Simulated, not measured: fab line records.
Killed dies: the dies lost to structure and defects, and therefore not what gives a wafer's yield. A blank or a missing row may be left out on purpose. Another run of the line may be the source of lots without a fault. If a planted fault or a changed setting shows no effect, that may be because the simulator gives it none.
A lot that was struck, set against a sound lot / flow berkeley cmos170 / 33 out of 331 route steps
Sound: these wafers, L615.1, L615.3, L615.5. Struck: wafers L630.1, L630.3, L630.6. The cause is named last.
Per side, at each step with rows, come the tool, then ch with its chambers, and then its first start. Under that, the readings that differ: sound wafers / struck wafers / difference of the means / sigmas: that difference in standard deviations of wafers without a fault.
alike: a reading whose means differ by less than 2 such deviations, as well as words and numbers matching on both sides. not compared: withheld readings; readings where some wafer has no value; bounds like >300 that might hide an equal value; numbers whose values overlap and for which the record gives no deviation.
A row with sigmas, a row that says differs or no value, or rows on one side alone: a step with any of these is where the two part. Numbers that don't overlap but have no deviation are shown without sigmas and don't part them. A reading missing from all wafers of one side parts the sides only when that side holds two or more wafers.

first, 3 steps without rows for these wafers: UCB170_FIELD_WET_ETCH_04 (etches SiO2 in dHF, time 60 s); UCB170_FIELD_WET_ETCH_05 (etches Si3N4 in H3PO4, time 12600 s); UCB170_FIELD_WET_ETCH_06 (etches SiO2 in BOE, time 22 s).
UCB170_FIELD_THK_MEAS_90:
  sound: film metro-04 at day 5 01:23; struck: film metro-02 at day 8 07:56
  alike: FIELD_OXIDE_LEFT_1_THK
then, 2 steps without rows for these wafers: UCB170_SACOX_CLEAN_00 (cleans in dHF, time 7.5 s); UCB170_SACOX_OXIDATION_01 (target thk 14.4 nm, ox time 2400 s).
UCB170_SACOX_THK_MEAS_02:
  sound: film metro-02 at day 5 04:46; struck: film metro-01 at day 8 14:14
  alike: SACOX_OXIDE_THK
then, 2 steps without rows for these wafers: UCB170_SCREENOX_WET_ETCH_00 (etches SiO2 in dHF, time 200 s); UCB170_SCREENOX_OXIDATION_01 (target thk 14.4 nm, ox time 2400 s).
UCB170_SCREENOX_THK_MEAS_02:
  sound: film metro-04 at day 5 08:31; struck: film metro-01 at day 8 20:13
  alike: SCREENOX_OXIDE_THK
then, 2 steps without rows for these wafers: UCB170_SCREENOX_ANNEAL_03 (time 900 s); UCB170_NVT_HMDS_00 (prime time 60 s).
UCB170_NVT_COAT_01: resist thk 900 nm.
  struck on litho track-02, day 9 01:55; sound on litho track-01 ch 0, day 5 12:41
  no value came back on the struck wafers for chill plate temp C (C), dispense pressure kPa (kPa), spin speed rpm (rpm); on the sound wafers chill plate temp C (C) reads 23.28 23.03 23.05
then, 4 steps without rows for these wafers: UCB170_NVT_SOFTBAKE_02 (time 60 s); UCB170_NVT_EXPOSE_03 (exposes mask PWELL, target cd 3000 nm); UCB170_NVT_PEB_04; UCB170_NVT_DEVELOP_05 (develop time 45 s).
UCB170_NVT_OVL_MEAS_06:
  sound: overlay-01 at day 5 13:37; struck: overlay-02 at day 9 02:44
reading=NVT_OVL (nm); sound=-2 1 -3; struck=- - -; difference=no value on the struck wafers; sigmas=
then, 1 step without rows for these wafers: UCB170_NVT_IMPLANT_07.
UCB170_NVT_STRIP_08: strips in O2.
  sound on plasma asher-02 ch 0,1, day 5 13:49; struck on plasma asher-02 ch 0,1, day 9 02:55
  no value came back on the struck wafers for oes product au (a.u.), strip time to endpoint s (s); on the sound wafers oes product au (a.u.) reads 0.735 0.733 0.736
  alike: drypump motor current A
  not compared: rf hours counter h
UCB170_NVT_TW_MEAS_09:
  sound: film metro-04 at day 5 13:55; struck: film metro-02 at day 9 03:01
reading=NVT_TW; sound=528.4 531.3 529.9; struck=521.5 519.8 519.6; difference=-9.6; sigmas=-3
then, 7 steps without rows for these wafers: UCB170_NVT_CLEAN_10 (cleans in SPM, time 600 s); UCB170_PVT_HMDS_00 (prime time 60 s); UCB170_PVT_COAT_01 (resist thk 900 nm); UCB170_PVT_SOFTBAKE_02 (time 60 s); UCB170_PVT_EXPOSE_03 (exposes mask NWELL, target cd 3000 nm); UCB170_PVT_PEB_04; UCB170_PVT_DEVELOP_05 (develop time 45 s).
UCB170_PVT_OVL_MEAS_06:
  sound: overlay-01 at day 5 17:10; struck: overlay-01 at day 9 07:17
  alike: PVT_OVL
then, 1 step without rows for these wafers: UCB170_PVT_IMPLANT_07.
UCB170_PVT_STRIP_08: strips in O2.
  sound on plasma asher-03 ch 0,1, day 5 17:21; struck on plasma asher-03 ch 0,1, day 9 07:28
  alike: drypump motor current A, oes product au, strip time to endpoint s
  not compared: rf hours counter h
UCB170_PVT_TW_MEAS_09:
  sound: film metro-01 at day 5 17:27; struck: film metro-04 at day 9 07:34
reading=PVT_TW; sound=495 498 500; struck=642 648 646; difference=+148; sigmas=+30
then, 1 step without rows for these wafers: UCB170_GATE_WET_ETCH_00 (etches SiO2 in dHF, time 200 s).

WHERE THEY PART
First at UCB170_NVT_COAT_01; last, within this record, at UCB170_PVT_TW_MEAS_09.

WHY: what the simulator had put in
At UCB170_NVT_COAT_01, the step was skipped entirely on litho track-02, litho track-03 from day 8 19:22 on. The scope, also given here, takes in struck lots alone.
